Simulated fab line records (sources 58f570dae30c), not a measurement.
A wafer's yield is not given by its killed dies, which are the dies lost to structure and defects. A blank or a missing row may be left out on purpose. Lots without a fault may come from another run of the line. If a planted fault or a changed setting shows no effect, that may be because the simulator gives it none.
Matching of chambers + flow berkeley_cmos170 + 4 sister chambers for UCB170_ACTIVE_ETCH_15 on rie_diel-04
The step etches Si3N4 in CH3F/Ar/O2, stops on SiO2, target depth 242 nm, time 151 s. 20 wafers are shown with their chamber, then 10 later ones without.

== WAFERS PAIRED WITH THEIR CHAMBERS ==
| wafer  | chamber | drypump_motor_current_A (A) | throttle_valve_pct (%) | oes_product_au (a.u.) |
|--------|---------|-----------------------------|------------------------|-----------------------|
| L862.1 | 1       | 6.0                         | 7.96                   | 0.951                 |
| L862.4 | 2       | 6.4                         | 7.97                   | 0.912                 |
| L862.6 | 3       | 5.8                         | 8.17                   | 0.946                 |
| L864.1 | 3       | 5.8                         | 8.15                   | 0.941                 |
| L864.5 | 1       | 6.0                         | 7.95                   | 0.960                 |
| L864.6 | 0       | 5.2                         | 7.83                   | 0.940                 |
| L867.1 | 1       | 6.0                         | 7.94                   | 0.961                 |
| L867.3 | 3       | 5.8                         | 8.16                   | 0.953                 |
| L867.4 | 3       | 5.8                         | 8.14                   | 0.952                 |
| L870.1 | 2       | 6.5                         | 7.97                   | 0.931                 |
| L870.4 | 1       | 6.0                         | 7.96                   | 0.959                 |
| L870.6 | 2       | 6.4                         | 7.97                   | 0.919                 |
| L872.3 | 0       | 5.3                         | 7.82                   | 0.925                 |
| L872.4 | 3       | 5.8                         | 8.17                   | 0.946                 |
| L872.5 | 0       | 5.2                         | 7.83                   | 0.941                 |
| L874.1 | 1       | 6.0                         | 7.95                   | 0.963                 |
| L874.5 | 0       | 5.2                         | 7.79                   | 0.962                 |
| L874.6 | 3       | 5.8                         | 8.17                   | 0.949                 |
| L875.2 | 3       | 5.8                         | 8.16                   | 0.945                 |
| L875.3 | 2       | 6.4                         | 7.97                   | 0.916                 |

SIGNATURES, as means of the wafers listed above
| reading                 | chamber 0 | chamber 1 | chamber 2 | chamber 3 | scatter within a chamber |
|-------------------------|-----------|-----------|-----------|-----------|--------------------------|
| drypump_motor_current_A | 5.225     | 6.000     | 6.425     | 5.800     | 0.0306                   |
| throttle_valve_pct      | 7.8175    | 7.9520    | 7.9700    | 8.1600    | 0.0116                   |
| oes_product_au          | 0.94200   | 0.95880   | 0.91950   | 0.94743   | 0.00824                  |
Rule: for a wafer and a chamber, the distance is found by dividing, reading by reading, the gap between the wafer's reading and the chamber's mean by the reading's scatter, squaring, summing and taking the root. The wafer belongs to the nearest chamber; if the next one is less than 2 further off, it can't be placed. The scatter is the square root of a quotient: the sum, over the shown wafers, of each reading's squared deviation from its chamber's mean, divided by wafers minus chambers.

== WAFERS WITH NO CHAMBER GIVEN ==
| wafer  | drypump_motor_current_A (A) | throttle_valve_pct (%) | oes_product_au (a.u.) |
|--------|-----------------------------|------------------------|-----------------------|
| L875.4 | 6.0                         | 7.94                   | 0.953                 |
| L878.3 | 6.0                         | 7.96                   | 0.952                 |
| L878.4 | 6.0                         | 7.95                   | 0.945                 |
| L878.5 | 5.2                         | 7.83                   | 0.956                 |
| L877.3 | 6.0                         | 7.92                   | 0.961                 |
| L877.4 | 5.2                         | 7.81                   | 0.954                 |
| L877.6 | 6.0                         | 7.94                   | 0.969                 |
| L882.1 | 6.4                         | 7.96                   | 0.928                 |
| L882.4 | 6.0                         | 7.95                   | 0.957                 |
| L882.5 | 6.4                         | 7.97                   | 0.924                 |

== THE CHAMBER EACH PASSED THROUGH ==
| wafer  | from the rows above | in truth |
|--------|---------------------|----------|
| L875.4 | 1                   | 1        |
| L878.3 | 1                   | 1        |
| L878.4 | 1                   | 1        |
| L878.5 | 0                   | 0        |
| L877.3 | 1                   | 1        |
| L877.4 | 0                   | 0        |
| L877.6 | 1                   | 1        |
| L882.1 | 2                   | 2        |
| L882.4 | 1                   | 1        |
| L882.5 | 2                   | 2        |
10 of 10 placed correctly. Left unplaced by these rows: 0. 0 placed wrongly.
